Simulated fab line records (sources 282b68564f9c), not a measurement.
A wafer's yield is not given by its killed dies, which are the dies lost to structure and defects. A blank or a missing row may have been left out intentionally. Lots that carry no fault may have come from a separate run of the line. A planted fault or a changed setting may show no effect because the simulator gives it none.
Which tool was responsible? | flow rit_cmos | 13 lots with 39 wafers sampled at 5 steps, on a route of 202 steps

## WHAT THE GAUGES READ, wafer by wafer
RIT_ACTIVE_CD_MEAS_11: target cd 1400 nm.
lot  | measured    | on        | cd_nm (nm)
L991 | day 1 14:26 | cd_sem-02 | 1401.9 1398.8 1402.0
L992 | day 1 20:25 | cd_sem-02 | 1400.2 1399.8 1401.8
L993 | day 2 00:26 | cd_sem-01 | 1394.2 1398.6 1397.8
L994 | day 2 05:35 | cd_sem-01 | 1402.8 1402.7 1402.1
L996 | day 2 15:34 | cd_sem-01 | 1402.4 1403.5 1402.1
L100 | day 3 13:05 | cd_sem-02 | 1403.0 1399.9 1401.8
L101 | day 3 16:34 | cd_sem-01 | 1398.8 1399.8 1396.1
L106 | day 4 18:31 | cd_sem-02 | 1398.3 1392.9 1396.0
L107 | day 4 22:34 | cd_sem-02 | 1399.5 1401.7 1400.5
L108 | day 5 03:48 | cd_sem-01 | 1399.1 1399.0 1397.2
L110 | day 5 13:56 | cd_sem-02 | 1401.2 1398.5 1400.3
L111 | day 5 19:07 | cd_sem-01 | 1400.0 1400.9 1401.7
L114 | day 6 10:29 | cd_sem-02 | 1404.3 1402.3 1405.4

RIT_SPACER_THK_MEAS_04.
lot  | measured    | on            | SPACER_NITRIDE_THK (nm)
L991 | day 2 23:49 | film_metro-03 | 255.3 254.4 255.9
L992 | day 3 04:57 | film_metro-01 | 252.8 252.9 249.7
L993 | day 3 10:01 | film_metro-01 | 250.3 250.2 248.9
L994 | day 3 12:35 | film_metro-01 | 251.5 252.3 251.4
L996 | day 4 01:07 | film_metro-03 | 246.9 247.9 248.7
L100 | day 4 19:41 | film_metro-01 | 249.9 249.3 252.7
L101 | day 5 04:48 | film_metro-04 | 351.2 352.4 353.5
L106 | day 6 05:08 | film_metro-03 | 249.1 248.8 247.0
L107 | day 6 07:29 | film_metro-03 | 252.3 253.6 252.6
L108 | day 6 13:22 | film_metro-03 | 251.5 249.2 249.4
L110 | day 7 00:36 | film_metro-03 | 253.1 253.2 252.7
L111 | day 7 05:43 | film_metro-01 | 249.3 249.7 249.8
L114 | day 8 00:06 | film_metro-03 | 253.7 253.1 252.6

RIT_PSD_TW_MEAS_10.
lot  | measured    | on            | PSD_TW
L991 | day 3 03:04 | film_metro-01 | 3449 3437 3447
L992 | day 3 08:05 | film_metro-01 | 3437 3445 3449
L993 | day 3 13:23 | film_metro-02 | 3393 3406 3398
L994 | day 3 15:47 | film_metro-04 | 3512 3512 3504
L996 | day 4 04:06 | film_metro-04 | 3504 3505 3503
L100 | day 4 22:40 | film_metro-02 | 3449 3426 3447
L106 | day 6 08:19 | film_metro-04 | 3528 3509 3521
L107 | day 6 10:44 | film_metro-01 | 3458 3470 3474
L108 | day 6 16:22 | film_metro-01 | 3453 3446 3447
L110 | day 7 03:44 | film_metro-04 | 3500 3497 3513
L111 | day 7 08:53 | film_metro-02 | 3387 3389 3393
L114 | day 8 03:05 | film_metro-02 | 3383 3377 3379

## TOOL THAT RAN EACH LOT (tool first, then ch and the chambers of the sampled wafers, then the start)
lot  | RIT_SPACER_CVD_03          | RIT_SPACER_ETCHBACK_05
L991 | lpcvd-01 ch 1, day 2 21:54 | rie_diel-04 ch 1,2,3, day 2 23:53
L992 | lpcvd-02 ch 0, day 3 02:05 | rie_diel-01 ch 0,2, day 3 05:01
L993 | lpcvd-01 ch 1, day 3 08:05 | rie_diel-02 ch 0,2, day 3 10:04
L994 | lpcvd-01 ch 1, day 3 10:40 | rie_diel-04 ch 0,1,3, day 3 12:38
L996 | lpcvd-01 ch 0, day 3 23:11 | rie_diel-02 ch 0,1,3, day 4 01:10
L100 | lpcvd-02 ch 1, day 4 17:45 | rie_diel-02 ch 0,3, day 4 19:44
L101 | lpcvd-01 ch 1, day 5 02:53 | rie_diel-04 ch 0,1, day 5 04:52
L106 | lpcvd-01 ch 0, day 6 03:11 | rie_diel-04 ch 0,1,2, day 6 05:10
L107 | lpcvd-02 ch 1, day 6 05:34 | rie_diel-01 ch 1,2, day 6 07:32
L108 | lpcvd-02 ch 1, day 6 11:28 | rie_diel-02 ch 0,1,2, day 6 13:26
L110 | lpcvd-01 ch 0, day 6 22:41 | rie_diel-04 ch 1,2,3, day 7 00:40
L111 | lpcvd-02 ch 1, day 7 03:49 | rie_diel-04 ch 0,3, day 7 05:47
L114 | lpcvd-02 ch 1, day 7 22:11 | rie_diel-01 ch 0,1,3, day 8 00:10
- RIT_SPACER_CVD_03: deposits Si3N4 from SiH2Cl2/NH3, target thk 250 nm, time 3300 s.
- RIT_SPACER_ETCHBACK_05: etches Si3N4 in SF6/CHF3, stops on SiO2, target depth 250 nm, time 240 s.

## AS READ BY THE TOOLS THEMSELVES (means over the sampled wafers that have a number; for cases with no such wafer, the mark the record gives instead)
RIT_SPACER_CVD_03.
lot  | tool     | spike_tc_centre_C (C) | spike_tc_load_C (C) | spike_tc_source_C (C)
L991 | lpcvd-01 | 813.6                 | 836                 | 838
L992 | lpcvd-02 | 810.9                 | 824                 | 834
L993 | lpcvd-01 | 813.3                 | 836                 | 838
L994 | lpcvd-01 | 813.9                 | 836                 | 837
L996 | lpcvd-01 | 810.8                 | 833                 | 835
L100 | lpcvd-02 | 811.7                 | 835                 | 831
L101 | lpcvd-01 | 834.0                 | 856                 | 857
L106 | lpcvd-01 | 811.1                 | 834                 | 834
L107 | lpcvd-02 | 810.5                 | 835                 | 830
L108 | lpcvd-02 | 811.1                 | 835                 | 831
L110 | lpcvd-01 | 810.8                 | 834                 | 835
L111 | lpcvd-02 | 810.0                 | 835                 | 831
L114 | lpcvd-02 | 810.8                 | 835                 | 830

RIT_SPACER_ETCHBACK_05.
lot  | tool        | drypump_motor_current_A (A) | oes_product_au (a.u.) | throttle_valve_pct (%)
L991 | rie_diel-04 | 5.4                         | 0.851                 | 10.35
L992 | rie_diel-01 | 5.7                         | 0.847                 | 10.34
L993 | rie_diel-02 | 5.0                         | 0.835                 | 10.27
L994 | rie_diel-04 | 5.6                         | 0.851                 | 10.46
L996 | rie_diel-02 | 5.8                         | 0.841                 | 10.16
L100 | rie_diel-02 | 6.0                         | 0.838                 | 10.22
L101 | rie_diel-04 | 6.2                         | 0.998                 | 10.49
L106 | rie_diel-04 | 5.8                         | 0.828                 | 10.36
L107 | rie_diel-01 | 6.0                         | 0.854                 | 10.08
L108 | rie_diel-02 | 5.3                         | 0.846                 | 10.19
L110 | rie_diel-04 | 5.4                         | 0.843                 | 10.35
L111 | rie_diel-04 | 5.4                         | 0.857                 | 10.50
L114 | rie_diel-01 | 6.0                         | 0.860                 | 10.20

## THE ANSWER, worked out from the rows above alone
Rule: the usual values come from the lots themselves. The widest of any qualifying gaps counts: lots, ordered by their means at a reading, are off when they make up no more than a third of the lots, leave a main group of 4 or more, and stand apart from it by 3 or more times the standard deviation of that group's means. The tables above print the reading to a certain number of digits; a main group whose means all agree to those digits is not used. Also off: a lot with no number at a reading for which 4 or more lots have one. Any other lot the step has rows for is counted as sound. First the gauges in route order, then the tools' own readings, where a lot's mean is used as printed above. At the first step where some lot is off, the reading lying furthest off is the one used; lots without a number count as furthest.
Off: L101, at RIT_SPACER_THK_MEAS_04 (SPACER_NITRIDE_THK). The main group: mean 251.2 nm, standard deviation 2.1.
If a tool, at a process step before that reading, ran all the lots that are off and no sound lot after the first of them, it fits. The gauges at RIT_SPACER_THK_MEAS_04 aren't tried: what is off there is off at RIT_SPACER_CVD_03 too, on other tools, and a gauge's error can't cause that. None of those tried fits.

## WHAT THE SIMULATOR HAD PUT IN
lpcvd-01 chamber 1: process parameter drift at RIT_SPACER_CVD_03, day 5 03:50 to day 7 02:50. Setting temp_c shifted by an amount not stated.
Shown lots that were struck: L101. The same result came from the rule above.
